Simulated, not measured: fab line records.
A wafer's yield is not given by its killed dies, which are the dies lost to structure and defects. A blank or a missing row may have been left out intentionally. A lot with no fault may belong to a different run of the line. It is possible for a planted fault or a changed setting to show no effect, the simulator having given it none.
fab line records -- flow rit_cmos
record lots=6, wafers=18, last_day=7
route steps=202 shown NWELL@35 PWELL@39 WELLDRIVE@50 NRETRO@54 PRETRO@64 GATE@75 M1@196
lots with no fault: from the same line, run without faults
start_h: the number of hours between the record's first day and the start of the first shown wafer of the lot -- wait_h: time in hours since the lot's previous step -- " the same as in the row above -- L1.1+2: several wafers, shown together as one row -- - value missing, or start not given -- * or withheld: withheld -- < > ~ a bound
route shown NAME@n: names a module that has steps shown in the file, with the first one's number in the route -- usual: the fault-free wafers' mean and standard deviation -- same: alike in all rows -- chamber/n: place in a boat -- sites: each site's reading -- _std_site: the values' standard deviation -- _edge_site: inner sites' mean taken away from outer sites' mean -- radius_mm: for every site, how far away it sits from the centre of the wafer -- mask NAME#n: copy n -- behind: the most recent tool/chamber to have shaped the wafer -- hold: cause of the lot's hold/its duration in hours/its outcome -- device: the n, p or np transistor that did not switch -- end of line: the route-end tests of the same wafers -- where a step has no rows: the recipe by itself -- killed: count of dies lost to structure and defects at first sort (not the wafer's yield) -- map: shows each die of a wafer: x if killed, . if not, _ if none is there
set.NAME: the run value of the setting; set.NAME@STEP: its run value at that earlier step -- model.NAME: the simulator's own value behind a step, which no gauge read
lots at selected steps of the route; one table per step, one row per wafer
services: when a tool's chamber went out of use (start_h, in hours from the record's first day, below 0 if earlier), for how many hours, and the reason
## steps
# step RIT_NWELL_HARDBAKE_07
# recipe resist=NOVOLAK, temp_c=140, time_s=120
# step RIT_NWELL_IMPLANT_08
# recipe species=P, energy_kev=170, dose_cm2=4.89e+13, tilt_deg=7
# step RIT_NWELL_STRIP_09
# recipe chemistry=O2, time_s=180, resist=NOVOLAK, platen_temp_c=withheld, power_w=500, pressure_mtorr=4000, o2_flow_sccm=4000
# usual drypump_motor_current_A=5.7/0.41
lot.wafer,tool,chamber,start_h,wait_h,drypump_motor_current_A,rf_hours_counter_h
L552.1,plasma_asher-04,0,28.87,0.1,5.9,38
L552.3,plasma_asher-04,1,28.87,0.1,5.8,-
L552.5,plasma_asher-04,1,28.87,0.1,5.8,-
L561.1,plasma_asher-01,0,72.54,0.1,4.8,29
L561.2,plasma_asher-01,1,72.54,0.1,5.9,29
L561.3,plasma_asher-01,0,72.54,0.1,4.7,-
L569.4,plasma_asher-04,0,113.48,0.1,5.9,-
L569.5,plasma_asher-04,0,113.48,0.1,5.8,-
L569.6,plasma_asher-04,1,113.48,0.1,5.8,-
L571.3,plasma_asher-01,1,122.44,0.1,5.9,-
L571.4,plasma_asher-01,0,122.44,0.1,4.8,-
L571.6,plasma_asher-01,1,122.44,0.1,5.9,-
L572.2,plasma_asher-01,1,127.68,0.1,5.9,36
L572.5,plasma_asher-01,1,127.68,0.1,5.9,-
L572.6,plasma_asher-01,0,127.68,0.1,4.8,-
L574.1,plasma_asher-04,1,138.77,0.1,5.8,49
L574.3,plasma_asher-04,1,138.77,0.1,5.8,-
L574.4,plasma_asher-04,0,138.77,0.1,5.9,-
# step RIT_NWELL_TW_MEAS_10
# usual NWELL_TW=2131/20
lot.wafer,tool,chamber,start_h,wait_h,NWELL_TW
L552.1,film_metro-01,-,29.04,0.1,2163
L552.3,film_metro-01,-,29.04,0.1,2157
L552.5,film_metro-01,-,29.04,0.1,2160
L561.1,film_metro-03,-,72.71,0.1,2121
L561.2,film_metro-03,-,72.71,0.1,2124
L561.3,film_metro-03,-,72.71,0.1,2121
L569.4,film_metro-03,-,113.63,0.1,2114
L569.5,film_metro-03,-,113.63,0.1,2127
L569.6,film_metro-03,-,113.63,0.1,2120
L571.3,film_metro-01,-,122.58,0.1,2153
L571.4,film_metro-01,-,122.58,0.1,2146
L571.6,film_metro-01,-,122.58,0.1,2149
L572.2,film_metro-01,-,127.87,0.1,2150
L572.5,film_metro-01,-,127.87,0.1,2139
L572.6,film_metro-01,-,127.87,0.1,2153
L574.1,film_metro-02,-,138.94,0.1,2123
L574.3,film_metro-02,-,138.94,0.1,2119
L574.4,film_metro-02,-,138.94,0.1,2115
# step RIT_PWELL_HMDS_00
# recipe prime_time_s=60, prime_temp_c=140
# step RIT_PWELL_COAT_01
# recipe resist=NOVOLAK, spin_rpm=2000, resist_thk_nm=1300
# step RIT_PWELL_SOFTBAKE_02
# recipe resist=NOVOLAK, temp_c=90, time_s=60
# step RIT_PWELL_EXPOSE_03
# recipe mask_id=M3, na=0.57, target_cd_nm=43700, dose_mj=250
# step RIT_PWELL_PEB_04
# recipe resist=NOVOLAK, temp_c=withheld, time_s=withheld
# step RIT_PWELL_DEVELOP_05
# recipe resist=NOVOLAK, develop_time_s=68, dev_temp_c=23
# step RIT_PWELL_OVL_MEAS_06
# usual PWELL_OVL=0.2/1.4
lot.wafer,tool,chamber,start_h,wait_h,PWELL_OVL[nm]
L552.1,overlay-02,-,29.98,-,2.2
L552.3,overlay-02,-,29.98,-,-0.5
L552.5,overlay-02,-,29.98,-,1.5
L561.1,overlay-02,-,73.65,-,-0.9
L561.2,overlay-02,-,73.65,-,-0.4
L561.3,overlay-02,-,73.65,-,1.5
L569.4,overlay-02,-,114.68,-,2.7
L569.5,overlay-02,-,114.68,-,-0.2
L569.6,overlay-02,-,114.68,-,0.4
L571.3,overlay-01,-,123.51,-,1.2
L571.4,overlay-01,-,123.51,-,1.5
L571.6,overlay-01,-,123.51,-,0.7
L572.2,overlay-02,-,128.81,-,-2.1
L572.5,overlay-02,-,128.81,-,-1.3
L572.6,overlay-02,-,128.81,-,-3.0
L574.1,overlay-02,-,140.01,-,-0.7
L574.3,overlay-02,-,140.01,-,0.3
L574.4,overlay-02,-,140.01,-,1.9
# step RIT_PWELL_HARDBAKE_07
# recipe resist=NOVOLAK, temp_c=140, time_s=120
# step RIT_PWELL_IMPLANT_08
# recipe species=B, energy_kev=170, dose_cm2=7e+13, tilt_deg=7
# usual dose_ions_cm2=7e+13/7.4e+10
lot.wafer,tool,chamber,start_h,wait_h,dose_ions_cm2
L552.1,implanter-02,0,30.27,0.2,7.001e+13
L552.3,implanter-02,0,30.27,0.2,7.005e+13
L552.5,implanter-02,0,30.27,0.2,7.008e+13
L561.1,implanter-04,0,74.05,0.2,6.998e+13
L561.2,implanter-04,0,74.05,0.2,6.978e+13
L561.3,implanter-04,0,74.05,0.2,7.013e+13
L569.4,implanter-04,0,115.02,0.2,6.898e+13
L569.5,implanter-04,0,115.02,0.2,6.897e+13
L569.6,implanter-04,0,115.02,0.2,6.881e+13
L571.3,implanter-04,0,123.83,0.2,6.878e+13
L571.4,implanter-04,0,123.83,0.2,6.88e+13
L571.6,implanter-04,0,123.83,0.2,6.879e+13
L572.2,implanter-03,0,129.36,0.2,7.007e+13
L572.5,implanter-03,0,129.36,0.2,6.999e+13
L572.6,implanter-03,0,129.36,0.2,6.999e+13
L574.1,implanter-03,0,140.29,0.2,7.001e+13
L574.3,implanter-03,0,140.29,0.2,7.008e+13
L574.4,implanter-03,0,140.29,0.2,7.006e+13
# step RIT_PWELL_STRIP_09
# recipe chemistry=O2, time_s=180, resist=NOVOLAK, platen_temp_c=withheld, power_w=500, pressure_mtorr=4000, o2_flow_sccm=4000
# usual drypump_motor_current_A=5.4/0.42
lot.wafer,tool,chamber,start_h,wait_h,drypump_motor_current_A,rf_hours_counter_h
L552.1,plasma_asher-01,0,30.42,0.1,4.8,25
L552.3,plasma_asher-01,0,30.42,0.1,4.8,-
L552.5,plasma_asher-01,0,30.42,0.1,4.8,-
L561.1,plasma_asher-03,1,74.20,0.1,5.2,43
L561.2,plasma_asher-03,0,74.20,0.1,5.3,43
L561.3,plasma_asher-03,1,74.20,0.1,5.2,-
L569.4,plasma_asher-04,0,115.15,0.1,5.8,-
L569.5,plasma_asher-04,1,115.15,0.1,5.8,-
L569.6,plasma_asher-04,0,115.15,0.1,5.9,-
L571.3,plasma_asher-01,1,123.99,0.1,5.9,-
L571.4,plasma_asher-01,0,123.99,0.1,4.8,-
L571.6,plasma_asher-01,1,123.99,0.1,5.9,-
L572.2,plasma_asher-03,1,129.48,0.1,5.2,1
L572.5,plasma_asher-03,0,129.48,0.1,5.3,-
L572.6,plasma_asher-03,1,129.48,0.1,5.2,-
L574.1,plasma_asher-04,0,140.44,0.1,5.9,49
L574.3,plasma_asher-04,1,140.44,0.1,5.9,-
L574.4,plasma_asher-04,0,140.44,0.1,5.9,-
# step RIT_PWELL_TW_MEAS_10
# usual PWELL_TW=956/9.7
lot.wafer,tool,chamber,start_h,wait_h,PWELL_TW
L552.1,film_metro-03,-,30.59,0.1,948
L552.3,film_metro-03,-,30.59,0.1,950
L552.5,film_metro-03,-,30.59,0.1,953
L561.1,film_metro-02,-,74.38,0.1,952
L561.2,film_metro-02,-,74.38,0.1,942
L561.3,film_metro-02,-,74.38,0.1,945
L569.4,film_metro-03,-,115.30,0.1,944
L569.5,film_metro-03,-,115.30,0.1,940
L569.6,film_metro-03,-,115.30,0.1,939
L571.3,film_metro-02,-,124.13,0.1,947
L571.4,film_metro-02,-,124.13,0.1,946
L571.6,film_metro-02,-,124.13,0.1,945
L572.2,film_metro-01,-,129.67,0.1,966
L572.5,film_metro-01,-,129.67,0.1,967
L572.6,film_metro-01,-,129.67,0.1,963
L574.1,film_metro-02,-,140.62,0.1,948
L574.3,film_metro-02,-,140.62,0.1,949
L574.4,film_metro-02,-,140.62,0.1,949
# step RIT_WELLDRIVE_ANNEAL_00
# recipe temp_c=1100, time_s=14700, ambient=N2
# step RIT_WELLDRIVE_RS_MEAS_01
# recipe thk_meas_gauge=four-point-probe
# usual NWELL_RS=279.5/0.76
lot.wafer,tool,chamber,start_h,wait_h,NWELL_RS[ohm/sq]
L552.1,film_metro-03,-,35.74,0.0,279.8
L552.3,film_metro-03,-,35.74,0.0,278.7
L552.5,film_metro-03,-,35.74,0.0,279.9
L561.1,film_metro-03,-,80.78,0.0,279.7
L561.2,film_metro-03,-,80.78,0.0,280.1
L561.3,film_metro-03,-,80.78,0.0,279.0
L569.4,film_metro-03,-,121.14,0.1,279.7
L569.5,film_metro-03,-,121.14,0.1,279.1
L569.6,film_metro-03,-,121.14,0.1,279.0
L571.3,film_metro-03,-,129.29,0.0,278.6
L571.4,film_metro-03,-,129.29,0.0,280.0
L571.6,film_metro-03,-,129.29,0.0,278.6
L572.2,film_metro-03,-,135.67,0.0,279.0
L572.5,film_metro-03,-,135.67,0.0,278.9
L572.6,film_metro-03,-,135.67,0.0,279.1
L574.1,film_metro-03,-,146.06,0.0,279.7
L574.3,film_metro-03,-,146.06,0.0,280.0
L574.4,film_metro-03,-,146.06,0.0,281.2
# step RIT_WELLDRIVE_RS_MEAS_02
# recipe thk_meas_gauge=four-point-probe
# usual PWELL_RS=429.9/1.1
lot.wafer,tool,chamber,start_h,wait_h,hold,PWELL_RS[ohm/sq]
L552.1,film_metro-03,-,35.86,0.1,-,431.8
L552.3,film_metro-03,-,35.86,0.1,-,431.7
L552.5,film_metro-03,-,35.86,0.1,-,430.6
L561.1,film_metro-03,-,80.90,0.1,-,429.5
L561.2,film_metro-03,-,80.90,0.1,-,430.0
L561.3,film_metro-03,-,80.90,0.1,-,429.1
L569.4,film_metro-03,-,121.26,0.1,await_dispo/0.2h/release,434.1
L569.5,film_metro-03,-,121.26,0.1,await_dispo/0.2h/release,435.3
L569.6,film_metro-03,-,121.26,0.1,await_dispo/0.2h/release,434.6
L569.4,film_metro-03,-,121.55,0.3,-,433.3
L569.5,film_metro-03,-,121.55,0.3,-,435.1
L569.6,film_metro-03,-,121.55,0.3,-,434.6
L571.3,film_metro-03,-,129.41,0.1,await_dispo/0.2h/release,434.6
L571.4,film_metro-03,-,129.41,0.1,await_dispo/0.2h/release,433.5
L571.6,film_metro-03,-,129.41,0.1,await_dispo/0.2h/release,434.6
L571.3,film_metro-03,-,129.82,0.4,-,434.6
L571.4,film_metro-03,-,129.82,0.4,-,434.6
L571.6,film_metro-03,-,129.82,0.4,-,434.7
L572.2,film_metro-03,-,135.79,0.1,-,429.4
L572.5,film_metro-03,-,135.79,0.1,-,428.9
L572.6,film_metro-03,-,135.79,0.1,-,427.9
L574.1,film_metro-03,-,146.18,0.1,-,431.8
L574.3,film_metro-03,-,146.18,0.1,-,430.2
L574.4,film_metro-03,-,146.18,0.1,-,431.0
# step RIT_NRETRO_COAT_01
# recipe resist=NOVOLAK, spin_rpm=1985, resist_thk_nm=1300
# step RIT_NRETRO_SOFTBAKE_02
# recipe resist=NOVOLAK, temp_c=90, time_s=60
# step RIT_NRETRO_EXPOSE_03
# recipe mask_id=M4, na=0.57, target_cd_nm=43900, dose_mj=250
# step RIT_NRETRO_PEB_04
# recipe resist=NOVOLAK, temp_c=withheld, time_s=withheld
# step RIT_NRETRO_DEVELOP_05
# recipe resist=NOVOLAK, develop_time_s=68, dev_temp_c=23
# step RIT_NRETRO_OVL_MEAS_06
# usual NRETRO_OVL=-1.7/1.6
lot.wafer,tool,chamber,start_h,wait_h,NRETRO_OVL[nm]
L552.1,overlay-01,-,36.98,-,0.9
L552.3,overlay-01,-,36.98,-,0.1
L552.5,overlay-01,-,36.98,-,-0.4
L561.1,overlay-02,-,82.03,-,-2.5
L561.2,overlay-02,-,82.03,-,-2.6
L561.3,overlay-02,-,82.03,-,-2.4
L569.4,overlay-01,-,125.95,-,-3.0
L569.5,overlay-01,-,125.95,-,-2.9
L569.6,overlay-01,-,125.95,-,-1.5
L571.3,overlay-02,-,132.63,-,-0.9
L571.4,overlay-02,-,132.63,-,1.3
L571.6,overlay-02,-,132.63,-,-0.6
L572.2,overlay-02,-,137.08,-,-2.1
L572.5,overlay-02,-,137.08,-,-1.8
L572.6,overlay-02,-,137.08,-,-3.3
L574.1,overlay-01,-,147.18,-,-0.6
L574.3,overlay-01,-,147.18,-,0.0
L574.4,overlay-01,-,147.18,-,-0.4
# step RIT_NRETRO_HARDBAKE_07
# recipe resist=NOVOLAK, temp_c=140, time_s=120
# step RIT_NRETRO_IMPLANT_08
# recipe species=P, energy_kev=70, dose_cm2=1e+13, tilt_deg=7
# step RIT_NRETRO_STRIP_09
# recipe chemistry=O2, time_s=180, resist=NOVOLAK, platen_temp_c=withheld, power_w=500, pressure_mtorr=4000, o2_flow_sccm=4000
# usual drypump_motor_current_A=5.6/0.3
lot.wafer,tool,chamber,start_h,wait_h,drypump_motor_current_A,rf_hours_counter_h
L552.1,plasma_asher-03,0,37.42,0.1,5.3,38
L552.3,plasma_asher-03,1,37.42,0.1,5.2,-
L552.5,plasma_asher-03,0,37.42,0.1,5.3,-
L561.1,plasma_asher-03,1,82.46,0.1,5.2,44
L561.2,plasma_asher-03,0,82.46,0.1,5.3,44
L561.3,plasma_asher-03,0,82.46,0.1,5.3,-
L569.4,plasma_asher-02,0,126.61,0.1,5.7,-
L569.5,plasma_asher-02,0,126.61,0.1,5.7,-
L569.6,plasma_asher-02,1,126.61,0.1,6.0,-
L571.3,plasma_asher-02,1,133.11,0.1,6.0,-
L571.4,plasma_asher-02,0,133.11,0.1,5.7,-
L571.6,plasma_asher-02,0,133.11,0.1,5.7,-
L572.2,plasma_asher-04,0,137.61,0.1,5.9,49
L572.5,plasma_asher-04,0,137.61,0.1,5.9,-
L572.6,plasma_asher-04,1,137.61,0.1,5.8,-
L574.1,plasma_asher-02,0,147.62,0.1,5.6,49
L574.3,plasma_asher-02,0,147.62,0.1,5.7,-
L574.4,plasma_asher-02,1,147.62,0.1,6.0,-
# step RIT_NRETRO_TW_MEAS_10
# usual NRETRO_TW=1046/4.2
lot.wafer,tool,chamber,start_h,wait_h,NRETRO_TW
L552.1,film_metro-02,-,37.59,0.1,1045
L552.3,film_metro-02,-,37.59,0.1,1044
L552.5,film_metro-02,-,37.59,0.1,1042
L561.1,film_metro-03,-,82.64,0.1,1043
L561.2,film_metro-03,-,82.64,0.1,1047
L561.3,film_metro-03,-,82.64,0.1,1048
L569.4,film_metro-03,-,126.76,0.1,1046
L569.5,film_metro-03,-,126.76,0.1,1044
L569.6,film_metro-03,-,126.76,0.1,1047
L571.3,film_metro-02,-,133.25,0.1,1048
L571.4,film_metro-02,-,133.25,0.1,1046
L571.6,film_metro-02,-,133.25,0.1,1054
L572.2,film_metro-02,-,137.79,0.1,1053
L572.5,film_metro-02,-,137.79,0.1,1045
L572.6,film_metro-02,-,137.79,0.1,1049
L574.1,film_metro-02,-,147.79,0.1,1040
L574.3,film_metro-02,-,147.79,0.1,1035
L574.4,film_metro-02,-,147.79,0.1,1040
# step RIT_PRETRO_HMDS_00
# recipe prime_time_s=60, prime_temp_c=140
# step RIT_PRETRO_COAT_01
# recipe resist=NOVOLAK, spin_rpm=2000, resist_thk_nm=1300
# step RIT_PRETRO_SOFTBAKE_02
# recipe resist=NOVOLAK, temp_c=90, time_s=60
# step RIT_PRETRO_EXPOSE_03
# recipe mask_id=M5, na=0.57, target_cd_nm=43700, dose_mj=250
# step RIT_PRETRO_PEB_04
# recipe resist=NOVOLAK, temp_c=withheld, time_s=withheld
# step RIT_PRETRO_DEVELOP_05
# recipe resist=NOVOLAK, develop_time_s=68, dev_temp_c=23
# step RIT_PRETRO_OVL_MEAS_06
# usual PRETRO_OVL=-1.8/1.2
lot.wafer,tool,chamber,start_h,wait_h,PRETRO_OVL[nm]
L552.1,overlay-01,-,38.71,-,-2.8
L552.3,overlay-01,-,38.71,-,-1.3
L552.5,overlay-01,-,38.71,-,-3.1
L561.1,overlay-02,-,83.70,-,-0.9
L561.2,overlay-02,-,83.70,-,0.3
L561.3,overlay-02,-,83.70,-,-1.6
L569.4,overlay-01,-,128.13,-,-1.0
L569.5,overlay-01,-,128.13,-,-0.6
L569.6,overlay-01,-,128.13,-,-1.8
L571.3,overlay-02,-,134.41,-,-1.8
L571.4,overlay-02,-,134.41,-,-0.9
L571.6,overlay-02,-,134.41,-,-1.9
L572.2,overlay-02,-,138.73,-,-0.6
L572.5,overlay-02,-,138.73,-,-1.2
L572.6,overlay-02,-,138.73,-,-0.7
L574.1,overlay-02,-,148.73,-,-3.9
L574.3,overlay-02,-,148.73,-,-1.4
L574.4,overlay-02,-,148.73,-,-2.3
# step RIT_PRETRO_HARDBAKE_07
# recipe resist=NOVOLAK, temp_c=140, time_s=120
# step RIT_PRETRO_IMPLANT_08
# recipe species=B, energy_kev=45, dose_cm2=1.2e+13, tilt_deg=7
# step RIT_PRETRO_STRIP_09
# recipe chemistry=O2, time_s=180, resist=NOVOLAK, platen_temp_c=withheld, power_w=500, pressure_mtorr=4000, o2_flow_sccm=4000
# usual drypump_motor_current_A=5.5/0.44
lot.wafer,tool,chamber,start_h,wait_h,drypump_motor_current_A,rf_hours_counter_h
L552.1,plasma_asher-01,0,39.18,0.1,4.8,26
L552.3,plasma_asher-01,0,39.18,0.1,4.8,-
L552.5,plasma_asher-01,1,39.18,0.1,5.9,-
L561.1,plasma_asher-03,0,84.17,0.1,5.3,44
L561.2,plasma_asher-03,1,84.17,0.1,5.2,44
L561.3,plasma_asher-03,0,84.17,0.1,5.3,-
L569.4,plasma_asher-03,0,128.70,0.1,5.3,-
L569.5,plasma_asher-03,1,128.70,0.1,5.2,-
L569.6,plasma_asher-03,0,128.70,0.1,5.3,-
L571.3,plasma_asher-02,1,134.97,0.1,6.0,-
L571.4,plasma_asher-02,0,134.97,0.1,5.7,-
L571.6,plasma_asher-02,0,134.97,0.1,5.7,-
L572.2,plasma_asher-03,1,139.16,0.1,5.2,2
L572.5,plasma_asher-03,1,139.16,0.1,5.2,-
L572.6,plasma_asher-03,0,139.16,0.1,5.3,-
L574.1,plasma_asher-03,1,149.17,0.1,5.2,3
L574.3,plasma_asher-03,0,149.17,0.1,5.3,-
L574.4,plasma_asher-03,1,149.17,0.1,5.2,-
# step RIT_PRETRO_TW_MEAS_10
# usual PRETRO_TW=475/4
lot.wafer,tool,chamber,start_h,wait_h,PRETRO_TW
L552.1,film_metro-04,-,39.36,0.1,479
L552.3,film_metro-04,-,39.36,0.1,474
L552.5,film_metro-04,-,39.36,0.1,476
L561.1,film_metro-03,-,84.35,0.1,472
L561.2,film_metro-03,-,84.35,0.1,474
L561.3,film_metro-03,-,84.35,0.1,473
L569.4,film_metro-01,-,128.84,0.1,483
L569.5,film_metro-01,-,128.84,0.1,480
L569.6,film_metro-01,-,128.84,0.1,477
L571.3,film_metro-04,-,135.11,0.1,477
L571.4,film_metro-04,-,135.11,0.1,477
L571.6,film_metro-04,-,135.11,0.1,479
L572.2,film_metro-01,-,139.34,0.1,482
L572.5,film_metro-01,-,139.34,0.1,482
L572.6,film_metro-01,-,139.34,0.1,478
L574.1,film_metro-03,-,149.34,0.1,474
L574.3,film_metro-03,-,149.34,0.1,475
L574.4,film_metro-03,-,149.34,0.1,475
# step RIT_GATE_WET_ETCH_00
# recipe chemistry=BOE, target=SiO2, target_depth_nm=56, time_s=62.62, dry=n2_spin, dilution=10:1, temp_c=21.5
# step RIT_GATE_CLEAN_01
# recipe chemistry=SC1, mix=3:3:50, time_s=600, temp_c=75
# step RIT_M1_METAL_ETCH_12
# recipe stop_on=SiO2, chemistry=Cl2/BCl3, target=Al, time_s=165, over_etch_frac=0.5, pressure_mtorr=100, target_depth_a=6000, rf_w=250, Cl2_flow_sccm=60, bcl3_flow_sccm=50
# usual drypump_motor_current_A=5.8/0.61, oes_product_au=0.768/0.011, throttle_valve_pct=8.27/0.081
# same over_etch_frac=0.5
lot.wafer,tool,chamber,start_h,wait_h,drypump_motor_current_A,oes_product_au,rf_hours_counter_h,throttle_valve_pct,model.M1.cd_nm
L552.1,rie_metal-04,1,65.78,0.2,5.9,0.775,2,8.34,2600
L552.3,rie_metal-04,1,65.78,0.2,5.9,0.782,-,8.33,2601
L552.5,rie_metal-04,0,65.78,0.2,5.3,0.762,-,8.39,2600
L561.1,rie_metal-04,1,111.41,0.2,5.9,0.788,3,8.33,2602
L561.2,rie_metal-04,0,111.41,0.2,5.3,0.761,3,8.38,2600
L561.3,rie_metal-04,0,111.41,0.2,5.3,0.767,-,8.39,2601
L569.4,rie_metal-04,0,161.11,0.1,5.3,0.766,-,8.40,2592
L569.5,rie_metal-04,1,161.11,0.1,5.9,0.773,-,8.34,2593
L569.6,rie_metal-04,0,161.11,0.1,5.3,0.755,-,8.39,2593
L572.2,rie_metal-04,1,164.73,0.2,5.9,0.783,3,8.32,2599
L572.5,rie_metal-04,0,164.73,0.2,5.3,0.764,-,8.38,2601
L572.6,rie_metal-04,1,164.73,0.2,5.9,0.788,-,8.31,2598
L571.3,rie_metal-03,0,166.31,0.2,6.6,0.785,-,8.19,2590
L571.4,rie_metal-03,1,166.31,0.2,5.7,0.790,-,8.18,2587
L571.6,rie_metal-03,1,166.31,0.2,5.8,0.791,-,8.16,2589
L574.1,rie_metal-03,1,172.09,0.2,5.7,0.771,0,8.18,2598
L574.3,rie_metal-03,0,172.09,0.2,6.6,0.765,-,8.20,2602
L574.4,rie_metal-03,1,172.09,0.2,5.7,0.799,-,8.17,2601
# step RIT_M1_PROBE_99
# usual killed_at_contacts=0.1/0.3, killed_at_front_end=6.7/2.6, killed_dies=6.8/2.6, killed_open=3.3/1.7, killed_short=3.4/2
# same gross_dies=264, killed_at_M0_to_M3=0, killed_at_M4_up=0, killed_at_back_side=0, killed_at_other=0
lot.wafer,tool,chamber,start_h,wait_h,killed_at_contacts,killed_at_front_end,killed_dies,killed_open,killed_short
L552.1,prober-02,-,68.05,0.1,0,12,12,4,8
L552.3,prober-02,-,68.15,0.2,0,7,7,3,4
L552.5,prober-02,-,68.25,0.2,0,8,8,5,3
L561.1,prober-01,-,113.66,0.1,0,2,2,0,2
L561.2,prober-01,-,113.71,0.1,1,6,7,3,4
L561.3,prober-01,-,113.76,0.2,0,7,7,4,3
L572.2,prober-02,-,167.08,0.1,0,9,9,4,5
L572.5,prober-02,-,167.23,0.2,0,12,12,8,4
L572.6,prober-02,-,167.28,0.2,0,9,9,6,3
L569.4,prober-01,-,167.87,0.2,1,6,7,2,5
L569.5,prober-01,-,167.92,0.2,0,8,8,6,2
L569.6,prober-01,-,167.97,0.2,0,4,4,2,2
L571.3,prober-01,-,172.09,0.2,0,7,7,4,3
L571.4,prober-01,-,172.14,0.2,0,7,7,1,6
L571.6,prober-01,-,172.24,0.2,0,11,11,4,7
L574.1,prober-02,-,174.34,0.1,0,4,4,1,3
L574.3,prober-02,-,174.44,0.2,0,4,4,2,2
L574.4,prober-02,-,174.49,0.2,0,5,5,2,3
# killed by level:class
L552.1 GATE:geometric_particle:short=3 SPACER:geometric_particle:short=3 ACTIVE:geometric_particle:open=1 FOX1:geometric_particle:open=1 FOX2:geometric_particle:open=1 FOX2:geometric_particle:short=1 REOX:geometric_particle:short=1 REOX:geometric_particle:open=1
L552.3 GATE:geometric_particle:short=3 FOX2:geometric_particle:open=2 SPACER:geometric_particle:open=1 SILICIDE:geometric_particle:short=1
L552.5 GATE:geometric_particle:short=3 GATE:geometric_particle:open=3 REOX:geometric_particle:open=1 SPACER:geometric_particle:open=1
L561.1 FOX1:geometric_particle:short=2
L561.2 FOX1:geometric_particle:short=1 GATE:geometric_particle:open=1 GATE:geometric_particle:short=1 REOX:geometric_particle:short=1 REOX:geometric_particle:open=1 SPACER:geometric_particle:short=1 CONTACT:geometric_particle:open=1
L561.3 GATE:geometric_particle:open=3 GATE:geometric_particle:short=1 REOX:geometric_particle:short=1 SPACER:geometric_particle:open=1 SPACER:geometric_particle:short=1
L572.2 FOX1:geometric_particle:short=2 GATE:geometric_particle:open=2 REOX:geometric_particle:short=2 FOX2:geometric_particle:short=1 FOX2:geometric_particle:open=1 SPACER:geometric_particle:open=1
L572.5 GATE:geometric_particle:open=4 GATE:geometric_particle:short=2 REOX:geometric_particle:open=2 FOX2:geometric_particle:open=1 REOX:geometric_particle:short=1 SPACER:geometric_particle:short=1 SILICIDE:geometric_particle:open=1
L572.6 GATE:geometric_particle:open=5 GATE:geometric_particle:short=2 REOX:geometric_particle:open=1 SILICIDE:geometric_particle:short=1
L569.4 GATE:geometric_particle:short=3 FOX1:geometric_particle:open=1 FOX2:geometric_particle:short=1 GATE:geometric_particle:open=1 CONTACT:geometric_particle:short=1
L569.5 SPACER:geometric_particle:open=3 FOX1:geometric_particle:open=2 FOX1:geometric_particle:short=1 GATE:geometric_particle:open=1 GATE:geometric_particle:short=1
L569.6 FOX2:geometric_particle:short=1 GATE:geometric_particle:open=1 REOX:geometric_particle:open=1 SILICIDE:geometric_particle:short=1
L571.3 GATE:geometric_particle:open=2 FOX1:geometric_particle:open=1 GATE:geometric_particle:short=1 REOX:geometric_particle:short=1 SPACER:geometric_particle:short=1 SPACER:geometric_particle:open=1
L571.4 GATE:geometric_particle:short=3 REOX:geometric_particle:open=1 REOX:geometric_particle:short=1 SPACER:geometric_particle:short=1 SILICIDE:geometric_particle:short=1
L571.6 GATE:geometric_particle:open=3 FOX1:geometric_particle:short=2 GATE:geometric_particle:short=2 SPACER:geometric_particle:short=2 FOX1:geometric_particle:open=1 REOX:geometric_particle:short=1
L574.1 FOX1:geometric_particle:short=1 REOX:geometric_particle:short=1 REOX:geometric_particle:open=1 SILICIDE:geometric_particle:short=1
L574.3 REOX:geometric_particle:open=2 GATE:geometric_particle:short=1 REOX:geometric_particle:short=1
L574.4 FOX1:geometric_particle:short=2 GATE:geometric_particle:short=1 REOX:geometric_particle:open=1 SPACER:geometric_particle:open=1
## services
tool,chamber,start_h,hours,kind
implanter-02,-,5.45,3.8,pm
implanter-02,-,10.14,0.7,repair
implanter-03,-,46.71,5.2,repair
rie_metal-03,-,56.12,1.0,repair
plasma_asher-04,-,62.96,15.9,pm
implanter-02,-,66.62,12.5,repair
plasma_asher-02,-,67.06,1.2,repair
rie_metal-04,-,85.24,4.0,pm
implanter-04,-,90.52,2.5,repair
rie_metal-04,1,93.45,13.3,repair
implanter-04,-,102.93,3.4,repair
plasma_asher-03,-,107.08,5.2,repair
plasma_asher-03,-,112.27,9.0,pm
plasma_asher-03,0,112.27,9.0,vent_cycle
plasma_asher-03,1,112.27,9.0,vent_cycle
plasma_asher-03,0,121.27,-,clean
plasma_asher-03,1,121.27,-,clean
implanter-02,-,123.74,29.2,repair
rie_metal-03,-,136.12,20.0,pm
rie_metal-03,0,136.12,20.0,vent_cycle
rie_metal-03,1,136.12,20.0,vent_cycle
rie_metal-03,0,156.12,-,clean
rie_metal-03,1,156.12,-,clean
plasma_asher-04,-,170.81,2.8,pm
## key
first_sign step=RIT_PWELL_IMPLANT_08, reading=dose_ions_cm2, direction=down, sigmas=15, usual=7e+13, struck=6.886e+13
effect step=RIT_WELLDRIVE_RS_MEAS_02, reading=visit, direction=added
model_effect step=RIT_M1_METAL_ETCH_12, value=M1.cd_nm, without=2602, struck=2591
met_at RIT_PWELL_IMPLANT_08
struck_wafers L569.4,L569.5,L569.6,L571.3,L571.4,L571.6
tester_left_out L569,L571
loop_trim step=RIT_M1_EXPOSE_06, setting=dose, lots=L569,L571
onset_between 74.05 115.02
fault kind=process_parameter_drift, tool=implanter-04, chamber=-, onset_h=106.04, steps=RIT_PWELL_IMPLANT_08, channel=dose_cm2, offset=-1.1014e+12, shape=step, end_h=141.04, acts_in=these_recipes_only, stated=7e+13
# tester_left_out: of these lots the tester's yield and bins aren't shown, on N5 and GAA mostly nor the transistor test; their killed dies are dies lost to structure and defects alone, not to doping, threshold or leakage, so they don't give the yield
# loop_trim: a control loop set the setting to another value than it would have without faults
